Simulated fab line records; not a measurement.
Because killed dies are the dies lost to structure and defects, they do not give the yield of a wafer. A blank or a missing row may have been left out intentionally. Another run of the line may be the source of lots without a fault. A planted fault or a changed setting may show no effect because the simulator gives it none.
fab line records | flow rit-cmos
record: lots: 15 wafers: 45 last-day: 7
route steps=202 shown NSD@139 M1@202
lots with no fault: from the same line, run without faults
start-h: start of the lot's first displayed wafer, in hours after the record's first day | wait-h: hours elapsed since this lot's preceding step | " same as the row above | L1.1+2: a row that stands for several wafers | - no value, or no start was given | * or withheld: withheld | < > ~ a bound
route shown NAME@n: names a module that has steps shown in the file, with the first one's number in the route | usual: mean/standard deviation taken from wafers without a fault | same: alike in all rows | chamber/n: place in a boat | sites: per-site readings | _std_site: the standard deviation of these | _edge_site: mean of outer sites minus mean of inner sites | radius-mm: for every site, how far away it sits from the centre of the wafer | mask NAME#n: copy n | behind: the most recent tool/chamber to have shaped the wafer | hold: what put the lot on hold/how long, in hours/how the hold closed | device: which transistor (n, p or np) failed to switch | end of line: tests run on the same wafers once the route is complete | for a step that has no rows: nothing shown but its recipe | killed: at the first sort, the dies lost to defects and structure; wafer yield is something else | map: the dies of a wafer, with x for killed, . for not killed, _ for no die there
set.NAME: setting as actually run; set.NAME@STEP: the setting as run at that earlier step | model.NAME: the simulator's own value behind a step, which no gauge read
the route's steps for a sample of lots (tables are steps, rows are wafers)
services: the hour from which a tool's chamber was out of use, counted from the record's first day as start-h (under 0 if before that day), plus the number of hours and why
== steps ==
step: RIT_NSD_IMPLANT_08
recipe: species: P energy-kev: 25 dose-cm2: 1e+15 tilt-deg: 7
usual: dose-ions-cm2: 1e+15/1.1e+12
columns lot.wafer tool chamber start-h wait-h dose-ions-cm2
L476.2 implanter-02 0 47.80 0.1 9.995e+14
L476.4 " 0 " " 9.994e+14
L476.5 " 0 " " 1.0001e+15
L477.2 implanter-01 0 56.17 0.1 1e+15
L477.5 " 0 " " 1.0024e+15
L477.6 " 0 " " 9.994e+14
L478.2 implanter-02 0 63.41 0.1 9.995e+14
L478.5 " 0 " " 9.99e+14
L478.6 " 0 " " 9.979e+14
L479.2 implanter-02 0 69.32 0.1 1.0014e+15
L479.5 " 0 " " 1.0001e+15
L479.6 " 0 " " 1e+15
L480.3 implanter-02 0 73.11 0.1 9.997e+14
L480.4 " 0 " " 9.993e+14
L480.5 " 0 " " 1.0004e+15
L481.2 implanter-01 0 76.45 0.1 1.0011e+15
L481.5 " 0 " " 9.989e+14
L481.6 " 0 " " 1.0007e+15
L482.2 implanter-01 0 85.73 0.1 1.0019e+15
L482.5 " 0 " " 1.0015e+15
L482.6 " 0 " " 1.0015e+15
L482.2 implanter-01 0 86.04 0.3 1.0001e+15
L482.5 " 0 " " 1.0001e+15
L482.6 " 0 " " 9.996e+14
L484.1 implanter-01 0 94.08 0.1 1.0002e+15
L484.4 " 0 " " 1.0002e+15
L484.6 " 0 " " 1.0004e+15
L485.2 implanter-02 0 94.68 0.1 9.992e+14
L485.5 " 0 " " 1.0003e+15
L485.6 " 0 " " 9.997e+14
L485.2 implanter-02 0 94.99 0.3 9.99e+14
L485.5 " 0 " " 1.0006e+15
L485.6 " 0 " " 9.993e+14
L489.2 implanter-01 0 116.96 0.1 1.0017e+15
L489.4 " 0 " " 1.001e+15
L489.5 " 0 " " 1e+15
L491.3 implanter-01 0 128.33 0.1 1.0003e+15
L491.4 " 0 " " 1.0013e+15
L491.6 " 0 " " 1.0007e+15
L491.3 implanter-01 0 128.64 0.3 1.0016e+15
L491.4 " 0 " " 1.001e+15
L491.6 " 0 " " 9.995e+14
L494.1 implanter-03 0 138.70 0.1 9.998e+14
L494.2 " 0 " " 1e+15
L494.6 " 0 " " 9.995e+14
L495.1 implanter-02 0 148.37 0.1 1.0012e+15
L495.2 " 0 " " 1.0007e+15
L495.5 " 0 " " 1.0012e+15
L497.3 implanter-01 0 154.08 0.1 1.0003e+15
L497.4 " 0 " " 1.0005e+15
L497.5 " 0 " " 9.995e+14
L498.2 implanter-03 0 159.48 0.1 1.0019e+15
L498.3 " 0 " " 1.0015e+15
L498.5 " 0 " " 1.0022e+15
step: RIT_NSD_TW_MEAS_10
usual: NSD_TW: 3099/37
columns lot.wafer tool chamber start-h wait-h NSD_TW
L476.2 film-metro-01 - 48.11 0.1 3144
L476.4 " - " " 3154
L476.5 " - " " 3157
L477.2 film-metro-01 - 56.48 0.1 3134
L477.5 " - " " 3143
L477.6 " - " " 3151
L478.2 film-metro-02 - 63.72 0.1 3096
L478.5 " - " " 3090
L478.6 " - " " 3080
L479.2 film-metro-02 - 69.63 0.1 3100
L479.5 " - " " 3093
L479.6 " - " " 3092
L480.3 film-metro-02 - 73.40 0.1 3090
L480.4 " - " " 3108
L480.5 " - " " 3106
L481.2 film-metro-01 - 76.76 0.1 3114
L481.5 " - " " 3142
L481.6 " - " " 3116
L482.2 film-metro-02 - 86.35 0.1 3524
L482.5 " - " " 3522
L482.6 " - " " 3503
L484.1 film-metro-04 - 94.40 0.1 3061
L484.4 " - " " 3047
L484.6 " - " " 3041
L485.2 film-metro-01 - 95.30 0.1 3555
L485.5 " - " " 3532
L485.6 " - " " 3551
L489.2 film-metro-04 - 117.27 0.1 3052
L489.4 " - " " 3050
L489.5 " - " " 3042
L491.3 film-metro-01 - 128.94 0.1 3547
L491.4 " - " " 3526
L491.6 " - " " 3507
L494.1 film-metro-02 - 139.02 0.1 3137
L494.2 " - " " 3117
L494.6 " - " " 3123
L495.1 film-metro-02 - 148.70 0.1 3108
L495.2 " - " " 3127
L495.5 " - " " 3128
L497.3 film-metro-04 - 154.37 0.1 3045
L497.4 " - " " 3041
L497.5 " - " " 3029
L498.2 film-metro-01 - 159.79 0.1 3117
L498.3 " - " " 3114
L498.5 " - " " 3111
step: RIT_SDANNEAL_RS_MEAS_05
recipe: thk-meas-gauge: four-point-probe
usual: NSD_RS: 84.6/0.3
columns lot.wafer tool chamber start-h wait-h NSD_RS[ohm/sq]
L476.2 film-metro-04 - 50.27 0.1 83.9
L476.4 " - " " 84.1
L476.5 " - " " 83.9
L477.2 film-metro-01 - 58.64 0.1 84.3
L477.5 " - " " 84.8
L477.6 " - " " 84.8
L478.2 film-metro-04 - 65.86 0.1 84.8
L478.5 " - " " 84.8
L478.6 " - " " 84.8
L479.2 film-metro-04 - 71.67 0.1 84.9
L479.5 " - " " 85.1
L479.6 " - " " 85.0
L480.3 film-metro-02 - 75.57 0.1 85.3
L480.4 " - " " 85.0
L480.5 " - " " 85.3
L481.2 film-metro-04 - 78.92 0.1 84.7
L481.5 " - " " 84.7
L481.6 " - " " 84.4
L482.2 film-metro-04 - 88.45 0.1 52.4
L482.5 " - " " 52.4
L482.6 " - " " 52.4
L484.1 film-metro-01 - 96.77 0.1 84.5
L484.4 " - " " 84.8
L484.6 " - " " 84.6
L485.2 film-metro-02 - 97.65 0.1 52.3
L485.5 " - " " 52.3
L485.6 " - " " 52.3
L489.2 film-metro-04 - 119.59 0.1 84.9
L489.4 " - " " 84.8
L489.5 " - " " 85.0
L491.3 film-metro-02 - 131.27 0.1 52.3
L491.4 " - " " 52.0
L491.6 " - " " 52.1
L494.1 film-metro-01 - 141.08 0.1 84.3
L494.2 " - " " 84.6
L494.6 " - " " 84.4
L495.1 film-metro-01 - 150.82 0.1 85.1
L495.2 " - " " 84.9
L495.5 " - " " 84.9
L497.3 film-metro-01 - 156.54 0.1 84.8
L497.4 " - " " 85.2
L497.5 " - " " 84.9
L498.2 film-metro-04 - 161.96 0.1 84.4
L498.3 " - " " 84.5
L498.5 " - " " 84.7
step: RIT_M1_PROBE_99
usual: killed_at_M0_to_M3: 0.0/0.2 killed-at-contacts: 0.1/0.25 killed-at-front-end: 6/3.1 killed-dies: 6/3.1 killed-open: 2.9/2 killed-short: 3.3/2
same: gross-dies: 264 killed_at_M4_up: 0 killed-at-back-side: 0 killed-at-other: 0
columns lot.wafer tool chamber start-h wait-h killed_at_M0_to_M3 killed-at-contacts killed-at-front-end killed-dies killed-open killed-short
L482.2 prober-02 - 95.82 0.1 0 0 5 5 4 1
L482.5 prober-02 - 95.97 0.2 0 0 4 4 2 2
L482.6 prober-02 - 96.02 0.2 0 0 4 4 3 1
L485.2 prober-01 - 105.84 0.1 0 0 2 2 2 0
L485.5 prober-01 - 105.99 0.2 0 0 0 0 0 0
L485.6 prober-01 - 106.04 0.2 0 0 17 17 10 7
L491.3 prober-01 - 138.95 0.2 0 0 3 3 3 0
L491.4 prober-01 - 139.00 0.2 0 0 11 11 6 5
L491.6 prober-01 - 139.10 0.2 0 1 2 3 1 2
killed by level:class
L482.2 FOX1:geometric-particle:open=2 GATE:geometric-particle:open=2 FOX1:geometric-particle:short=1
L482.5 SILICIDE:geometric-particle:open=2 FOX1:geometric-particle:short=1 GATE:geometric-particle:short=1
L482.6 GATE:geometric-particle:open=2 SILICIDE:geometric-particle:short=1 SILICIDE:geometric-particle:open=1
L485.2 GATE:geometric-particle:open=1 SPACER:geometric-particle:open=1
L485.6 REOX:geometric-particle:short=3 REOX:geometric-particle:open=3 SPACER:geometric-particle:open=3 FOX2:geometric-particle:open=2 SPACER:geometric-particle:short=2 FOX1:geometric-particle:open=1 GATE:geometric-particle:open=1 GATE:geometric-particle:short=1
L491.3 FOX1:geometric-particle:open=1 GATE:geometric-particle:open=1 SILICIDE:geometric-particle:open=1
L491.4 GATE:geometric-particle:open=4 FOX1:geometric-particle:short=2 GATE:geometric-particle:short=2 FOX2:geometric-particle:open=1 SILICIDE:geometric-particle:short=1 SILICIDE:geometric-particle:open=1
L491.6 REOX:geometric-particle:open=1 REOX:geometric-particle:short=1 CONTACT:geometric-particle:short=1
== services ==
columns tool chamber start-h hours kind
implanter-01 - 32.01 1.9 repair
implanter-03 - 34.00 2.7 repair
implanter-03 - 68.10 3.8 repair
implanter-02 - 82.09 4.3 repair
implanter-02 - 116.09 2.6 repair
implanter-02 - 118.66 6.6 pm
implanter-02 - 145.86 2.5 repair
== key ==
first-sign: step: RIT_NSD_IMPLANT_08 reading: visit direction: added
effect: step: RIT_NSD_TW_MEAS_10 reading: NSD_TW direction: up sigmas: 12 usual: 3099 struck: 3530
effect: step: RIT_SDANNEAL_RS_MEAS_05 reading: NSD_RS direction: down sigmas: 99+ usual: 84.6 struck: 52.3
met-at RIT_NSD_IMPLANT_08
struck-lots L482,L485,L491
tester-left-out L482,L485,L491
fault: kind: repeated-step-whole tool: implanter-01,implanter-02,implanter-03 chamber: - onset-h: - steps: RIT_NSD_IMPLANT_08 times: 1 scope: struck-lots-only
tester-left-out: of these lots the tester's yield and bins aren't shown, on N5 and GAA mostly nor the transistor test; their killed dies are dies lost to structure and defects alone, not to doping, threshold or leakage, so they don't give the yield
